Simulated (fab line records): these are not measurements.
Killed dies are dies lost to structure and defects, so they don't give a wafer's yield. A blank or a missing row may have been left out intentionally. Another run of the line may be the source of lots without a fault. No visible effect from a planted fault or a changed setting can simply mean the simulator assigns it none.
Chamber matching :: flow berkeleyCmos170 :: UCB170_NWELL_ETCH_13 on rieDiel-04 has 4 sister chambers
The step etches Si3N4 in CH3F/Ar/O2, stops on SiO2, target depth 246.4 nm, time 154 s. 4 wafers are shown with their chamber, then 8 later ones without.

== WAFERS, EACH WITH ITS CHAMBER ==
wafer: L085.1
chamber: 0
throttleValvePct (%): 7.84

wafer: L085.2
chamber: 3
throttleValvePct (%): 8.02

wafer: L085.3
chamber: 2
throttleValvePct (%): 8.15

wafer: L085.4
chamber: 1
throttleValvePct (%): 7.80

== WAFERS WHOSE CHAMBER IS MISSING ==
wafer: L085.5
throttleValvePct (%): 7.87

wafer: L085.6
throttleValvePct (%): 8.02

wafer: L087.2
throttleValvePct (%): 8.17

wafer: L087.4
throttleValvePct (%): 7.84

wafer: L087.6
throttleValvePct (%): 8.16

wafer: L088.1
throttleValvePct (%): 7.86

wafer: L088.2
throttleValvePct (%): 8.00

wafer: L088.6
throttleValvePct (%): 8.00

== WHICH CHAMBER EACH ONE RAN IN ==
wafer: L085.5
from the rows above: 0
in truth: 0

wafer: L085.6
from the rows above: 3
in truth: 3

wafer: L087.2
from the rows above: 2
in truth: 2

wafer: L087.4
from the rows above: 0
in truth: 0

wafer: L087.6
from the rows above: 2
in truth: 2

wafer: L088.1
from the rows above: 0
in truth: 0

wafer: L088.2
from the rows above: 3
in truth: 3

wafer: L088.6
from the rows above: 3
in truth: 3
Placed correctly: 8 of 8. Not placeable from these rows: 0. Wrongly placed: 0.
How it was worked out, from the rows above alone: a wafer's distance from a chamber is the root of the sum, over the readings, of the square of ((its reading less the chamber's mean) divided by the reading's scatter). The wafer belongs to the nearest chamber; if the next one is less than 2 further off, it can't be placed. The mean given for a chamber averages the wafers shown for that chamber. The scatter: with one shown wafer a chamber, the root of the mean of the squares of how far each hidden wafer lies from its nearest shown one.
